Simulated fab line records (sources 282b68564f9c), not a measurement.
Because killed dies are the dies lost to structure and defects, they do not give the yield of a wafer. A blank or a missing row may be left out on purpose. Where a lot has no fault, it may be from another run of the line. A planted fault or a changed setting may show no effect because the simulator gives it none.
Split-lot study / flow rit-cmos / 23 wafers read from 5 lots, route of 202 steps

## ABOUT THE SPLIT
At RIT_NSD_SOFTBAKE_02 (time 60 s), the setting temp-c was moved away from the recipe's 90 C on 9 of the 23 wafers read, by -4.1% to +3.4%. This setting was run at the recipe's value on the other wafers.

## FROM THE SPLIT TO THE READING: what the file shows between them, 2 steps
- RIT_NSD_EXPOSE_03: exposes mask M9, target cd 40700 nm
- RIT_NSD_PEB_04

## THE READING
NOVOLAK_of_NSD_COAT_01.thk-nm (the simulator's own value, which no gauge read), in nm, at RIT_NSD_DEVELOP_05 (develop time 50 s). No usual value for it is given in the file. The 14 wafers here that ran the recipe average 1001.3 nm, standard deviation 2.5 nm.

wafer=L075.2; tool, chamber at the split=litho-track-02, 0; temp-c as run, C=90; against the recipe=recipe; NOVOLAK_of_NSD_COAT_01.thk-nm, nm=999.8; against lot-mates on the recipe=-
wafer=L075.3; tool, chamber at the split=litho-track-02, 0; temp-c as run, C=90; against the recipe=recipe; NOVOLAK_of_NSD_COAT_01.thk-nm, nm=999.6; against lot-mates on the recipe=-
wafer=L075.4; tool, chamber at the split=litho-track-02, 0; temp-c as run, C=90; against the recipe=recipe; NOVOLAK_of_NSD_COAT_01.thk-nm, nm=1001; against lot-mates on the recipe=-
wafer=L075.5; tool, chamber at the split=litho-track-02, 0; temp-c as run, C=86.56; against the recipe=-3.8%; NOVOLAK_of_NSD_COAT_01.thk-nm, nm=1008; against lot-mates on the recipe=+7.9
wafer=L075.6; tool, chamber at the split=litho-track-02, 0; temp-c as run, C=86.56; against the recipe=-3.8%; NOVOLAK_of_NSD_COAT_01.thk-nm, nm=1007; against lot-mates on the recipe=+6.9
wafer=L077.2; tool, chamber at the split=litho-track-03, 0; temp-c as run, C=90; against the recipe=recipe; NOVOLAK_of_NSD_COAT_01.thk-nm, nm=1001; against lot-mates on the recipe=-
wafer=L077.3; tool, chamber at the split=litho-track-03, 0; temp-c as run, C=86.32; against the recipe=-4.1%; NOVOLAK_of_NSD_COAT_01.thk-nm, nm=1010; against lot-mates on the recipe=+8.3
wafer=L077.4; tool, chamber at the split=litho-track-03, 0; temp-c as run, C=90; against the recipe=recipe; NOVOLAK_of_NSD_COAT_01.thk-nm, nm=1002; against lot-mates on the recipe=-
wafer=L077.5; tool, chamber at the split=litho-track-03, 0; temp-c as run, C=90; against the recipe=recipe; NOVOLAK_of_NSD_COAT_01.thk-nm, nm=1002; against lot-mates on the recipe=-
wafer=L077.6; tool, chamber at the split=litho-track-03, 0; temp-c as run, C=86.32; against the recipe=-4.1%; NOVOLAK_of_NSD_COAT_01.thk-nm, nm=1016; against lot-mates on the recipe=+14.3
wafer=L078.3; tool, chamber at the split=litho-track-03, 0; temp-c as run, C=90; against the recipe=recipe; NOVOLAK_of_NSD_COAT_01.thk-nm, nm=999.9; against lot-mates on the recipe=-
wafer=L078.5; tool, chamber at the split=litho-track-03, 0; temp-c as run, C=90; against the recipe=recipe; NOVOLAK_of_NSD_COAT_01.thk-nm, nm=999.1; against lot-mates on the recipe=-
wafer=L078.6; tool, chamber at the split=litho-track-03, 0; temp-c as run, C=90; against the recipe=recipe; NOVOLAK_of_NSD_COAT_01.thk-nm, nm=997; against lot-mates on the recipe=-
wafer=L080.2; tool, chamber at the split=litho-track-03, 0; temp-c as run, C=90; against the recipe=recipe; NOVOLAK_of_NSD_COAT_01.thk-nm, nm=1002; against lot-mates on the recipe=-
wafer=L080.3; tool, chamber at the split=litho-track-03, 0; temp-c as run, C=93.09; against the recipe=+3.4%; NOVOLAK_of_NSD_COAT_01.thk-nm, nm=990.8; against lot-mates on the recipe=-10.5
wafer=L080.4; tool, chamber at the split=litho-track-03, 0; temp-c as run, C=90; against the recipe=recipe; NOVOLAK_of_NSD_COAT_01.thk-nm, nm=1001; against lot-mates on the recipe=-
wafer=L080.6; tool, chamber at the split=litho-track-03, 0; temp-c as run, C=90; against the recipe=recipe; NOVOLAK_of_NSD_COAT_01.thk-nm, nm=1001; against lot-mates on the recipe=-
wafer=L080.5; tool, chamber at the split=litho-track-03, 0; temp-c as run, C=93.09; against the recipe=+3.4%; NOVOLAK_of_NSD_COAT_01.thk-nm, nm=992.7; against lot-mates on the recipe=-8.6
wafer=L084.1; tool, chamber at the split=litho-track-01, 0; temp-c as run, C=90; against the recipe=recipe; NOVOLAK_of_NSD_COAT_01.thk-nm, nm=1007; against lot-mates on the recipe=-
wafer=L084.2; tool, chamber at the split=litho-track-01, 0; temp-c as run, C=86.48; against the recipe=-3.9%; NOVOLAK_of_NSD_COAT_01.thk-nm, nm=1015; against lot-mates on the recipe=+8.5
wafer=L084.3; tool, chamber at the split=litho-track-01, 0; temp-c as run, C=86.48; against the recipe=-3.9%; NOVOLAK_of_NSD_COAT_01.thk-nm, nm=1020; against lot-mates on the recipe=+13.5
wafer=L084.4; tool, chamber at the split=litho-track-01, 0; temp-c as run, C=86.48; against the recipe=-3.9%; NOVOLAK_of_NSD_COAT_01.thk-nm, nm=1018; against lot-mates on the recipe=+11.5
wafer=L084.5; tool, chamber at the split=litho-track-01, 0; temp-c as run, C=90; against the recipe=recipe; NOVOLAK_of_NSD_COAT_01.thk-nm, nm=1006; against lot-mates on the recipe=-

FIT RESULTS
A straight line over all 23 wafers: NOVOLAK_of_NSD_COAT_01.thk-nm changes by -3.01 nm for each +1% of temp-c; r = -0.90; the points scatter about the line by 3.4 nm.
The same after taking each lot's own level away (the mean of its wafers on the recipe; 23 wafers): -2.64 nm for each +1%; r = -0.97; scatter 1.7 nm.
The reading moves by 11 nm for the largest change in temp-c, on that fit.
The lots' own levels span 998.67 to 1006.50 nm, that is 3.1 times the standard deviation above.
In other words, the slope is changed by the lot-to-lot level; the two fits disagree.
Check: +11 nm against its lot-mates is what the line predicts for one of the wafers moved furthest among these (-4.1%) when that wafer is left out of the fit. It came out at +8.33 nm against them.

## THESE WAFERS: OTHER SPLITS
Note: prior to the reading, these wafers also went through further splits. Each is held against what the fit with the lots' levels taken away leaves over:
other split on the same wafers=RIT_SPACER_CLEAN_00 time-s; wafers away from the commonest value=15; r with NOVOLAK_of_NSD_COAT_01.thk-nm (lot level and that fit taken away)=+0.26

## THE FILE'S OWN FIT
NOVOLAK_of_NSD_COAT_01.thk-nm changes by -2.59 nm for each +1% of temp-c, r = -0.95.
